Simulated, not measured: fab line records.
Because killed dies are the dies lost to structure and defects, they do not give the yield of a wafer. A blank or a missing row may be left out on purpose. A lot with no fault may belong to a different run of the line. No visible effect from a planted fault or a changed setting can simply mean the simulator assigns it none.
Tool commonality check | flow rit_cmos | Sample size 13 lots and 39 wafers

## REASON FOR OPENING
1 of 13 lots carry a flag on the reading PRETRO_TW at RIT_PRETRO_TW_MEAS_10. No-fault wafers: 471, standard deviation 4.5.
Rule: a lot is flagged when every wafer of it that has a number lies more than 4 standard deviations from that mean, or none has a number. The other lots count as sound.

lot  | measured    | on            | PRETRO_TW, wafer by wafer | flag
L581 | day 3 05:04 | film_metro-02 | 473 476 477               |
L583 | day 3 11:31 | film_metro-04 | 30 30 30                  | FLAGGED
L584 | day 3 19:43 | film_metro-01 | 465 464 467               |
L587 | day 4 09:50 | film_metro-01 | 467 466 466               |
L589 | day 4 16:10 | film_metro-02 | 476 475 476               |
L594 | day 5 17:11 | film_metro-01 | 466 468 469               |
L595 | day 6 02:45 | film_metro-01 | 468 469 470               |
L596 | day 6 09:14 | film_metro-02 | 475 475 478               |
L597 | day 6 17:09 | film_metro-01 | 468 469 467               |
L598 | day 6 23:08 | film_metro-02 | 478 476 478               |
L599 | day 7 04:14 | film_metro-04 | 473 471 474               |
L600 | day 7 10:37 | film_metro-01 | 463 463 467               |
L601 | day 7 15:48 | film_metro-01 | 468 464 465               |
On average the flagged lots' numbers are 30, which is -441 against the usual, or -98 standard deviations.

## WHICH TOOL EACH LOT WENT THROUGH
The record holds 1 process step before the reading, out of a route of 202 steps. Cell contents, in order: the tool; ch with the chambers the sampled wafers went through; the start.
lot  | flag    | RIT_PRETRO_EXPOSE_03
L581 |         | iline_stepper-01 ch 0, day 3 04:02
L583 | FLAGGED | iline_stepper-01 ch 0, day 3 10:29
L584 |         | iline_stepper-02 ch 0, day 3 18:42
L587 |         | iline_stepper-02 ch 0, day 4 08:48
L589 |         | iline_stepper-02 ch 0, day 4 15:08
L594 |         | iline_stepper-01 ch 0, day 5 16:08
L595 |         | iline_stepper-01 ch 0, day 6 01:43
L596 |         | iline_stepper-01 ch 0, day 6 08:11
L597 |         | iline_stepper-02 ch 0, day 6 16:08
L598 |         | iline_stepper-02 ch 0, day 6 22:05
L599 |         | iline_stepper-01 ch 0, day 7 03:13
L600 |         | iline_stepper-01 ch 0, day 7 09:35
L601 |         | iline_stepper-01 ch 0, day 7 14:46
What these steps do:
- RIT_PRETRO_EXPOSE_03: exposes mask M5, target cd 43700 nm.
- RIT_PRETRO_TW_MEAS_10

## FLAGGED OVER TOTAL, TOOL BY TOOL (the gauges that took the reading come last)
step                  | tool             | lots run | flagged | share of the flagged lots | sound lots run after its first flagged lot
RIT_PRETRO_EXPOSE_03  | iline_stepper-01 | 8        | 1       | all                       | 6 (L594,L595,L596,L599,L600,L601)
RIT_PRETRO_EXPOSE_03  | iline_stepper-02 | 5        | 0       | none                      | -
RIT_PRETRO_TW_MEAS_10 | film_metro-01    | 7        | 0       | none                      | -
RIT_PRETRO_TW_MEAS_10 | film_metro-02    | 4        | 0       | none                      | -
RIT_PRETRO_TW_MEAS_10 | film_metro-04    | 2        | 1       | all                       | 1 (L599)

## WHAT IS ALLOWED BY THE TABLE
iline_stepper-01 at RIT_PRETRO_EXPOSE_03 and film_metro-04 at RIT_PRETRO_TW_MEAS_10 are the 2 rows of the table that ran each flagged lot.
- iline_stepper-01 at RIT_PRETRO_EXPOSE_03: 1 of its 8 lots flagged. Sound lots ran on it after the first flagged one (L594, L595, L596, L599, L600, L601), which a lasting fault on the whole tool wouldn't allow.
- film_metro-04 at RIT_PRETRO_TW_MEAS_10: 1 of its 2 lots flagged. Sound lots ran on it after the first flagged one (L599), which a lasting fault on the whole tool wouldn't allow.
There is no row in the table that ran each flagged lot and no sound lot after the first.

## WHAT THE SIMULATOR PUT IN
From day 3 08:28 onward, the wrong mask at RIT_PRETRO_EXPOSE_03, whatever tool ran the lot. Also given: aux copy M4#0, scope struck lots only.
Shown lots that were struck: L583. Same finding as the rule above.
